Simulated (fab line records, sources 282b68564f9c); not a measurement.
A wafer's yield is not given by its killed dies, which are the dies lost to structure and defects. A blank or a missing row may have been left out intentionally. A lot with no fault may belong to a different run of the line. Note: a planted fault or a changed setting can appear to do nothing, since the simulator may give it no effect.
Lot-split experiment | flow rit cmos | on a route of 202 steps: 5 lots, 23 wafers read

THE SPLIT ITSELF
At RIT_PSD_COAT_01 (resist thk 1000 nm), the setting resist thk nm was moved away from the recipe's 1000 nm on 8 of the 23 wafers read, by +4.1% to +5.5%. For the rest of the wafers, this setting stayed at what the recipe calls for.

Reading taken at the split's own step.

THE READING
NOVOLAK_of_PSD_COAT_01.thk nm (the simulator's own value, which no gauge read), in nm, at RIT_PSD_COAT_01 (resist thk 1000 nm). There is no usual value for it anywhere in the file. Across the 15 wafers here that went through the recipe, the average is 1002.2 nm and the standard deviation 2.5 nm.

wafer  | tool, chamber at the split | resist thk nm as run, nm | against the recipe | NOVOLAK_of_PSD_COAT_01.thk nm, nm | against lot-mates on the recipe
L074.1 | litho track-01, 0          | 1000                     | recipe             | 1000                              | -
L074.2 | litho track-01, 0          | 1000                     | recipe             | 998.2                             | -
L074.3 | litho track-01, 0          | 1000                     | recipe             | 1004                              | -
L074.4 | litho track-01, 0          | 1000                     | recipe             | 996.1                             | -
L074.6 | litho track-01, 0          | 1000                     | recipe             | 1003                              | -
L076.1 | litho track-03, 0          | 1055                     | +5.5%              | 1058                              | +55.7
L076.6 | litho track-03, 0          | 1055                     | +5.5%              | 1058                              | +55.7
L076.2 | litho track-03, 0          | 1000                     | recipe             | 1002                              | -
L076.3 | litho track-03, 0          | 1000                     | recipe             | 1000                              | -
L076.5 | litho track-03, 0          | 1000                     | recipe             | 1005                              | -
L080.2 | litho track-03, 0          | 1000                     | recipe             | 1003                              | -
L080.3 | litho track-03, 0          | 1000                     | recipe             | 1003                              | -
L080.6 | litho track-03, 0          | 1000                     | recipe             | 1002                              | -
L083.1 | litho track-03, 0          | 1044                     | +4.4%              | 1050                              | +45.5
L083.2 | litho track-03, 0          | 1044                     | +4.4%              | 1049                              | +44.5
L083.3 | litho track-03, 0          | 1000                     | recipe             | 1004                              | -
L083.5 | litho track-03, 0          | 1044                     | +4.4%              | 1051                              | +46.5
L083.6 | litho track-03, 0          | 1000                     | recipe             | 1005                              | -
L084.2 | litho track-01, 0          | 1000                     | recipe             | 1005                              | -
L084.3 | litho track-01, 0          | 1041                     | +4.1%              | 1046                              | +42.0
L084.4 | litho track-01, 0          | 1041                     | +4.1%              | 1045                              | +41.0
L084.5 | litho track-01, 0          | 1041                     | +4.1%              | 1045                              | +41.0
L084.6 | litho track-01, 0          | 1000                     | recipe             | 1003                              | -

FIT RESULTS
A straight line over all 23 wafers: NOVOLAK_of_PSD_COAT_01.thk nm changes by +10.5 nm for each +1% of resist thk nm; r = +1.00; the points scatter about the line by 2.3 nm.
The same after taking each lot's own level away (the mean of its wafers on the recipe; 23 wafers): +10.2 nm for each +1%; r = +1.00; scatter 1.7 nm.
On that fit, the largest move of resist thk nm shifts the reading by 56 nm.
Measured against the standard deviation above, the lots' own levels, which go from 1000.26 to 1004.50 nm, span 1.7 times it.
Hence the lot-to-lot level has little effect on the slope; both slopes agree.
Check: +56.1 nm against its lot-mates is what the line predicts for one of the wafers moved furthest among these (+5.5%) when that wafer is left out of the fit. It came out at +55.7 nm against them.

FURTHER SPLITS ON THESE WAFERS
These wafers also went through other splits before the reading. Each is held against what the fit with the lots' levels taken away leaves over:
other split on the same wafers    | wafers away from the commonest value | r with NOVOLAK_of_PSD_COAT_01.thk nm (lot level and that fit taken away)
RIT_ACTIVE_CVD_03 temp c          | 18                                   | +0.06
RIT_ACTIVE_COAT_06 spin rpm       | 7                                    | -0.25
RIT_ACTIVE_ETCH_13 pressure mtorr | 15                                   | -0.10
RIT_FOX1_WET_ETCH_02 time s       | 18                                   | +0.01
RIT_NWELL_IMPLANT_08 energy kev   | 12                                   | -0.07
RIT_PWELL_IMPLANT_08 energy kev   | 7                                    | -0.15
RIT_NRETRO_IMPLANT_08 dose cm2    | 10                                   | +0.00
RIT_GATE_OXIDATION_05 temp c      | 18                                   | -0.10
RIT_GATE_EXPOSE_13 dose mj        | 9                                    | -0.03
RIT_NLDD_IMPLANT_08 dose cm2      | 12                                   | +0.13
RIT_PLDD_SOFTBAKE_02 temp c       | 7                                    | -0.07
RIT_PLDD_IMPLANT_08 dose cm2      | 9                                    | -0.12

FILE'S OWN FIT
NOVOLAK_of_PSD_COAT_01.thk nm changes by +10.1 nm for each +1% of resist thk nm, r = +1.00.
